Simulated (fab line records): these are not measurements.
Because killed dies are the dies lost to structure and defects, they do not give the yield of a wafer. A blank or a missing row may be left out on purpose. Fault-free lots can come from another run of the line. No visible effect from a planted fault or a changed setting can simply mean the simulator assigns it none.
A lot that was struck, set against a sound lot	flow rit_cmos	17 out of 202 route steps
Sound: wafers L746.3, L746.5, L746.6. Struck: wafer L764.3 (left out: L764.1, L764.6 of the same lot, which were not struck); the cause appears at the end.
Order at every step that has rows: each side's tool, ch and its chambers, its first start. Under that, the readings that differ: sound wafers	struck wafers	difference of the means	sigmas: that difference in standard deviations of wafers without a fault.
alike: same words and numbers on both sides, and readings whose means sit less than 2 such deviations apart. not compared: any withheld reading, any reading some wafer has no value for, any bound like >300 that may hide the same value, and any number with overlapping values for which the record gives no deviation.
A row with sigmas, a row that says differs or no value, or rows on one side alone: a step with any of these is where the two part. Numbers that have no deviation but don't overlap get no sigmas and don't part them. A reading missing from all wafers of one side parts the sides only when that side holds two or more wafers.

first, 1 step without rows for these wafers: RIT_PSD_IMPLANT_08.
RIT_PSD_STRIP_09: strips in O2, time 180 s.
  sound on plasma_asher-01 ch 0,1, day 3 17:51; struck on plasma_asher-04 ch 0, day 7 10:19
  alike: drypump_motor_current_A, rf_refl_power_W
  not compared: rf_hours_counter_h
RIT_PSD_TW_MEAS_10:
  struck on film_metro-03, day 7 10:30; sound on film_metro-01, day 3 17:59
  alike: PSD_TW
then, 3 steps without rows for these wafers: RIT_SDANNEAL_CLEAN_00 (cleans in SC1, time 600 s); RIT_SDANNEAL_CLEAN_01 (cleans in dHF, time 30 s); RIT_SDANNEAL_CLEAN_02 (cleans in SC2, time 600 s).
RIT_SDANNEAL_RTA_03: time 5 s.
  sound on rtp_anneal-02 ch 0, day 3 18:26; struck on rtp_anneal-02 ch 0, day 7 10:56
  alike: wafer_temp_C_max
RIT_SDANNEAL_RS_MEAS_04: uses a four-point probe to measure.
  struck on film_metro-03, day 7 10:59; sound on film_metro-03, day 3 18:33
  alike: PSD_RS
RIT_SDANNEAL_RS_MEAS_05: uses a four-point probe to measure.
  struck on film_metro-03, day 7 11:06; sound on film_metro-03, day 3 18:40
  alike: NSD_RS
RIT_SDANNEAL_RS_MEAS_06: uses a four-point probe to measure.
  struck on film_metro-03, day 7 11:13; sound on film_metro-03, day 3 18:47
  alike: PLDD_RS
RIT_SDANNEAL_RS_MEAS_07: uses a four-point probe to measure.
  struck on film_metro-03, day 7 11:20; sound on film_metro-03, day 3 18:55
  alike: NLDD_RS
then, 1 step without rows for these wafers: RIT_SILICIDE_WET_ETCH_00 (etches SiO2 in BOE, target depth 14 nm, time 15 s).
RIT_SILICIDE_SPUTTER_01: material Ti, target thk 30 nm, time 240 s.
  struck on pvd_sputter-02, day 7 11:29; sound on pvd_sputter-02, day 3 19:00
reading	sound	struck	difference	sigmas
cathode_dc_power_W (W)	350.08 349.95 350.15	397.39	+47.33	+99 or more
model.Ti_of_SILICIDE_SPUTTER_01.thk_nm (nm)	30.35 30.26 29.83	34.25	+4.10	
  alike: throttle_valve_pct
RIT_SILICIDE_RS_MEAS_02: uses a four-point probe to measure.
  struck on film_metro-04, day 7 11:55; sound on film_metro-04, day 3 19:11
reading	sound	struck	difference	sigmas
SILICIDE_TI_RS (ohm/sq)	47.2 47.4 48.3	41.0	-6.6	-10
  not compared: hold
RIT_SILICIDE_THK_MEAS_03: measures by xrf.
  struck on film_metro-04, day 7 19:44; sound on film_metro-04, day 3 19:17
reading	sound	struck	difference	sigmas
SILICIDE_TI_THK (nm)	30.3 30.2 29.7	34.0	+3.9	+12
  not compared: hold
RIT_SILICIDE_RTA_04: time 10 s, ramp up 5 s, ramp down 5 s.
  sound on rtp_anneal-01 ch 0, day 3 19:21; struck on rtp_anneal-01 ch 0, day 7 21:42
reading	sound	struck	difference	sigmas
hold	- - -	await_dispo/1.9h/release	no value on the sound wafers	
  alike: wafer_temp_C_max
RIT_M1_PROBE_99:
  rows exist in the record for the struck wafers here (prober-01, day 8 04:14), but not for the sound ones

== WHERE THEY PART ==
At RIT_SILICIDE_SPUTTER_01 first; at RIT_M1_PROBE_99 last (within this record only).

WHY: the cause the simulator had injected
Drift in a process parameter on pvd_sputter-02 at RIT_SILICIDE_SPUTTER_01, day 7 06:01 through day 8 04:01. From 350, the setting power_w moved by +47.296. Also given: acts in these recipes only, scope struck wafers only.
